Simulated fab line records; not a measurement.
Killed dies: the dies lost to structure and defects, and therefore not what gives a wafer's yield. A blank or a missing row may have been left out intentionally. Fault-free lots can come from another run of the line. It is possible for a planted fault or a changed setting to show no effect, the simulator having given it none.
Code-filled problem report in 8D (eight disciplines) form    flow ritCmos    the parts of the form that need people (team, actions taken, sign-off) are left out

## 1. THE ISSUE
ACTIVE_NITRIDE_THK at RIT_ACTIVE_THK_MEAS_04 reads a mean of 251.0 nm on 3 wafers of 1 lot; wafers without a fault read 149.7 nm with a standard deviation of 1.3. Relative to the usual mean, that is a shift of +78 standard deviations.
First observed at day 4 08:26: wafer L976.1, on filmMetro-02. The record has a number at this step for 39 wafers belonging to 13 lots. Rule for "out", or "out of limits": more than 4 standard deviations from the usual mean. The other wafers with a number count as sound.

## 2. WHAT IT IS AND WHAT IT IS NOT
question                     is                      is not
which readings at this step  ACTIVE_NITRIDE_THK      -
which lots                   L976                    L963, L964, L967, L968, L969, L970, L971, L973, L974, L979, L983, L984
which wafers of those lots   all that have a number  -
read on which gauges         filmMetro-02            filmMetro-03, filmMetro-04
when                         from day 4 08:26        up to then (27 sound wafers); but 9 sound wafers of L979, L983, L984 came after

## 3. SUSPECTS, AND WHAT RULES EACH OUT
Counting: any tool at a process step up to the reading is kept as a suspect provided that every lot that is out went through it and no sound lot did after the first of them.
- the gauge at RIT_ACTIVE_THK_MEAS_04: ruled out. All the wafers that are out were read on filmMetro-02, but those of them that RIT_ACTIVE_CVD_03 has rows for are out there too, on other tools.
- lpcvd-01 at RIT_ACTIVE_CVD_03 (deposits Si3N4 from SiH2Cl2/NH3, target thk 150 nm, time 1500 s): kept. It ran the lot that is out, L976 (day 4 07:01), and no sound lot after that; its last sound lot up to then is L971 (day 3 04:17). Its own readings are out on those wafers: spikeTcCentreC, spikeTcLoadC, spikeTcSourceC, susceptorTempC.
The count leaves lpcvd-01 at RIT_ACTIVE_CVD_03.

## 4. THE CAUSE (what the simulator had put in)
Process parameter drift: lpcvd-01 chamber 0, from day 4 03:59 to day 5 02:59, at RIT_ACTIVE_CVD_03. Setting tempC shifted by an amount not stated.
Counting left only this tool.

## 5. SEQUENCE OF EFFECTS, ordered by route
Each row: a reading whose mean over the struck wafers that have a number lies more than 3 standard deviations from the usual. Only readings for which the record gives a usual standard deviation are gone through. hours: the time from each lot's start at the first step in this table that gives one to its start at this step, as a median over the lots. sigmas: the change in usual standard deviations.
hours  step                    reading             usual       on struck wafers  change  sigmas
0      RIT_ACTIVE_CVD_03       spikeTcCentreC      811.8 C     894.1             +82.3   +46
0      RIT_ACTIVE_CVD_03       spikeTcLoadC        832.2 C     919.2             +87.0   +54
0      RIT_ACTIVE_CVD_03       spikeTcSourceC      832.6 C     920.2             +87.6   +40
0      RIT_ACTIVE_CVD_03       susceptorTempC      810.0 C     894.7             +84.7   +99 or more
1      RIT_ACTIVE_THK_MEAS_04  ACTIVE_NITRIDE_THK  149.7 nm    251.0             +101.3  +78
3      RIT_ACTIVE_ETCH_13      oesProductAu        0.819 a.u.  1.006             +0.187  +14
46     RIT_M1_PROBE_99         killedAtFrontEnd    6.7         263.7             +257.0  +89
46     RIT_M1_PROBE_99         killedDies          6.7         264.0             +257.3  +89
46     RIT_M1_PROBE_99         killedOnRim         1.8         70.0              +68.2   +49
Process steps it contains:
- RIT_ACTIVE_CVD_03: deposits Si3N4 from SiH2Cl2/NH3, target thk 150 nm, time 1500 s.
- RIT_ACTIVE_ETCH_13: etches Si3N4 in SF6, stops on SiO2, time 210 s, target depth 210 nm.
- RIT_M1_PROBE_99

## 6. WHAT WOULD HAVE CAUGHT IT SOONER
Counted from the fault's start at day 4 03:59, it took 4 hours until the first out-of-limits reading at a measuring or inspecting step in this record, taken at day 4 08:26.
The tool's own readings at RIT_ACTIVE_CVD_03 were out on every struck wafer that the step has a row for (spikeTcCentreC, spikeTcLoadC, spikeTcSourceC, susceptorTempC): an alarm limit on them would have fired on the first of those.
By day 4 08:26 the whole set of lots that are out, 1 in number, had already begun RIT_ACTIVE_CVD_03 on lpcvd-01. Tool hold at that time: it would have spared none of them.
